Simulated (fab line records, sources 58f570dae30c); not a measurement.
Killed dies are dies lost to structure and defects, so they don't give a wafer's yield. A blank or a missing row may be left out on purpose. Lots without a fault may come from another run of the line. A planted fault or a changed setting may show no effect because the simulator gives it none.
A struck lot beside a sound one | flow berkeley_cmos170 | 17 steps out of a route of 331
Sound: wafers L262.2, L262.3, L262.5. Struck: wafers L271.1, L271.2, L271.5. The cause comes at the end.
At each step with rows: each side's tool, then ch and its chambers, then its first start. Under that, the readings that differ: sound wafers | struck wafers | difference of the means | sigmas: that difference in standard deviations of wafers without a fault.
alike: readings whose means differ by less than 2 such deviations, and words and numbers that are the same on both sides. not compared: withheld readings, readings that some wafer has no value for, bounds like >300 that may hide the same value, and numbers for which the record gives no deviation and whose values overlap.
The two part at a step that has a row with sigmas, a row that says differs or no value, or rows on one side only. Numbers that don't overlap but have no deviation are shown without sigmas and don't part them. A reading that every wafer of one side lacks parts them only if that side has two wafers or more.

UCB170_NVT_OVL_MEAS_06:
  sound on overlay-02, day 7 02:59; struck on overlay-01, day 8 22:44
  alike: NVT_OVL
then, 1 step without rows for these wafers: UCB170_NVT_IMPLANT_07.
UCB170_NVT_STRIP_08: strips in O2.
  sound on plasma_asher-02 ch 0,1, day 7 03:10; struck on plasma_asher-03 ch 0,1, day 8 22:56
  alike: drypump_motor_current_A, o2_flow_sccm, oes_product_au, strip_time_to_endpoint_s
  not compared: rf_hours_counter_h
UCB170_NVT_TW_MEAS_09:
  sound on film_metro-03, day 7 03:17; struck on film_metro-03, day 8 23:02
  alike: NVT_TW
then, 7 steps without rows for these wafers: UCB170_NVT_CLEAN_10 (cleans in SPM, time 600 s); UCB170_PVT_HMDS_00 (prime time 60 s); UCB170_PVT_COAT_01 (resist thk 900 nm); UCB170_PVT_SOFTBAKE_02 (time 60 s); UCB170_PVT_EXPOSE_03 (exposes mask NWELL, target cd 3000 nm); UCB170_PVT_PEB_04; UCB170_PVT_DEVELOP_05 (develop time 45 s).
UCB170_PVT_OVL_MEAS_06:
  sound on overlay-01, day 7 04:35; struck on overlay-02, day 9 01:23
  alike: PVT_OVL
UCB170_PVT_IMPLANT_07:
  sound on implanter-01 ch 0, day 7 04:38; struck on implanter-01 ch 0, day 9 01:45
  alike: beam_energy_keV
UCB170_PVT_STRIP_08: strips in O2.
  sound on plasma_asher-04 ch 0,1, day 7 04:46; struck on plasma_asher-02 ch 0,1, day 9 01:54
  alike: drypump_motor_current_A, o2_flow_sccm, oes_product_au, strip_time_to_endpoint_s
  not compared: rf_hours_counter_h
UCB170_PVT_TW_MEAS_09:
  sound on film_metro-04, day 7 04:53; struck on film_metro-01, day 9 02:00
  reading | sound       | struck      | difference | sigmas
  PVT_TW  | 502 500 504 | 631 632 628 | +128       | +41
then, 1 step without rows for these wafers: UCB170_GATE_WET_ETCH_00 (etches SiO2 in dHF, time 200 s).
UCB170_M3_PROBE_99:
  the record has rows for the sound wafers here (prober-02, day 9 09:01) and none for the struck ones

WHERE THEY PART
First at UCB170_PVT_TW_MEAS_09; last, within this record, at UCB170_M3_PROBE_99.

WHY: what the simulator had put in
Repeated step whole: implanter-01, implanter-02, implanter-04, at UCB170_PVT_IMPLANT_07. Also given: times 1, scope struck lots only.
